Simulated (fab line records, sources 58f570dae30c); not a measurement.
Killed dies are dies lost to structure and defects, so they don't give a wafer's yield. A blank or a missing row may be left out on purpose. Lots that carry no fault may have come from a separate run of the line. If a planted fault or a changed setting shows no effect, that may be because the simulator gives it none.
Problem report in the 8D (eight disciplines) form, filled by code    flow berkeleyCmos170    the parts of the form that need people (team, actions taken, sign-off) are left out

1. THE ISSUE
biasW at UCB170_CONTACT_ETCH_17 reads a mean of 64.45 W on 3 wafers of 2 lots; wafers without a fault read 99.99 W with a standard deviation of 0.28. That is -99 or more standard deviations from the usual mean.
The step: etches BARC in N2/H2.
First seen on wafer L808.2, day 8 21:47, on rieDiel-01. At this step, 18 wafers from 6 lots have a number in the record. The rule behind "out" and "out of limits": a value lying over 4 standard deviations away from the usual mean. Any other wafer with a number is counted as sound.

2. WHAT IT IS; WHAT IT IS NOT
question                     is                      is not
which readings at this step  biasW, oesProductAu     drypumpMotorCurrentA, throttleValvePct
which lots                   L808, L812              L802, L803, L817, L822
which wafers of those lots   L808.2, L808.6, L812.2  L808.1, L812.4, L812.6
read on which tools          rieDiel-01              rieDiel-04
when                         from day 8 21:47        up to then (7 sound wafers); but 8 sound wafers of L812, L817, L822 came after

3. THE SUSPECTS, EACH WITH WHAT RULES IT OUT
Counting: a tool at a process step up to the reading stays a suspect if it ran every lot that is out. Sound lots after the first of them don't rule it out here, since some wafers of a struck lot are sound.
- plasmaAsher-01 at UCB170_CONTACT_STRIP_06 (strips in O2): kept. Every lot that is out went through it, the first being L808 (day 8 18:03); the last sound lot it ran before that was L803 (day 7 12:54).
- rtpAnneal-02 at UCB170_CONTACT_RTA_08 (time 10 s): kept. Every lot that is out went through it, the first being L808 (day 8 20:16); the last sound lot it ran before that was L803 (day 7 13:11).
- rieDiel-01 at UCB170_CONTACT_ETCH_17 (etches BARC in N2/H2): kept. Every lot that is out went through it, the first being L808 (day 8 21:47); the last sound lot it ran before that was L803 (day 7 15:14). On those wafers its own readings are out: biasW, oesProductAu.
- At UCB170_CONTACT_ETCH_17, inside rieDiel-01: chamber 0 took the wafers that are out, while their sound lot-mates went through chambers 1, 3.
Left after counting: plasmaAsher-01 at UCB170_CONTACT_STRIP_06, rtpAnneal-02 at UCB170_CONTACT_RTA_08, rieDiel-01 at UCB170_CONTACT_ETCH_17.

4. THE CAUSE (what the simulator had put in)
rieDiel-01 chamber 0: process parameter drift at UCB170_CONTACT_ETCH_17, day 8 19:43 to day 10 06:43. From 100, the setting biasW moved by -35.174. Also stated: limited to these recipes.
Counting left 3 suspects, and this tool is among them.

5. THE EFFECT CHAIN, in route order
Each row: a reading where the mean over the struck wafers with a number is more than 3 standard deviations away from the usual. Readings are gone through only where the record gives a usual standard deviation; hours: the median, over the lots, of the time from a lot's start at the first step in this table giving one to that lot's start at this step; sigmas: the change measured in usual standard deviations.
hours  step                    reading       usual       on struck wafers  change  sigmas
0      UCB170_CONTACT_ETCH_17  biasW         99.99 W     64.45             -35.54  -99 or more
0      UCB170_CONTACT_ETCH_17  oesProductAu  1.007 a.u.  0.881             -0.126  -10
Its process steps:
- UCB170_CONTACT_ETCH_17: etches BARC in N2/H2.

6. WHAT WOULD HAVE CAUGHT IT SOONER
The fault began at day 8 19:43; the first out-of-limits reading in this record came at day 8 21:47, 2 hours later.
